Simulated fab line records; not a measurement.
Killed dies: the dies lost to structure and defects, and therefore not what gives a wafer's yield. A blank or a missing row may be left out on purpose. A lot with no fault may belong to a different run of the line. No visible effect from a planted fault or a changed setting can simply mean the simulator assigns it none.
Comparing a struck lot with a sound one | flow rit_cmos | 15 steps out of a route of 202
Sound: these wafers, L407.1, L407.3, L407.6. The struck wafers were L416.1, L416.2, L416.4. The cause is given at the end.
Each step with rows lists, per side, the tool, then ch with its chambers, then its first start. Under that, the readings that differ: sound wafers | struck wafers | difference of the means | sigmas: that difference in standard deviations of wafers without a fault.
alike: a reading whose means differ by less than 2 such deviations, as well as words and numbers matching on both sides. not compared: withheld readings; readings where some wafer has no value; bounds like >300 that might hide an equal value; numbers whose values overlap and for which the record gives no deviation.
A row with sigmas, a row that says differs or no value, or rows on one side alone: a step with any of these is where the two part. Numbers that have no deviation but don't overlap get no sigmas and don't part them. A reading missing from all wafers of one side parts the sides only when that side holds two or more wafers.

first, 5 steps without rows for these wafers: RIT_NLDD_COAT_01 (resist thk 1000 nm); RIT_NLDD_SOFTBAKE_02 (time 60 s); RIT_NLDD_EXPOSE_03 (exposes mask M7, target cd 40700 nm); RIT_NLDD_PEB_04; RIT_NLDD_DEVELOP_05 (develop time 50 s).
RIT_NLDD_OVL_MEAS_06:
  sound on overlay-02 at day 4 13:28; struck on overlay-02 at day 6 12:37
  alike: NLDD_OVL
then, 2 steps without rows for these wafers: RIT_NLDD_HARDBAKE_07 (time 60 s); RIT_NLDD_IMPLANT_08.
RIT_NLDD_STRIP_09: strips in O2, time 180 s.
  sound on plasma_asher-03 ch 0,1, day 4 13:48; struck on plasma_asher-03 ch 0,1, day 6 12:57
  alike: chamber_pressure_mTorr, drypump_motor_current_A
  not compared: rf_hours_counter_h
RIT_NLDD_TW_MEAS_10:
  sound on film_metro-04 at day 4 13:58; struck on film_metro-04 at day 6 13:08
  alike: NLDD_TW
then, 2 steps without rows for these wafers: RIT_PLDD_HMDS_00 (prime time 60 s); RIT_PLDD_COAT_01 (resist thk 1000 nm).
RIT_PLDD_SOFTBAKE_02: time 60 s.
  sound on litho_track-01 ch 0, day 4 14:20; struck on litho_track-03 ch 0, day 6 13:29
  reading                  | sound             | struck            | difference | sigmas
  heater_power_total_W (W) | 34.55 34.62 34.55 | 35.54 35.65 35.52 | +1.00      | +22
  run_length_s (s)         | 89.34 89.19 89.15 | 83.15 83.14 83.24 | -6.05      | -50
then, 1 step without rows for these wafers: RIT_PLDD_EXPOSE_03 (exposes mask M8, target cd 40900 nm).
RIT_M1_PROBE_99:
  the record has rows for the sound wafers here (prober-01, day 5 05:31) and none for the struck ones

## WHERE THEY PART
Last at RIT_M1_PROBE_99 as far as this record goes, first at RIT_PLDD_SOFTBAKE_02.

WHY: what the simulator had put in
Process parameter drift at RIT_PLDD_SOFTBAKE_02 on litho_track-03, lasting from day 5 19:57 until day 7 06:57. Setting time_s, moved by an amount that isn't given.
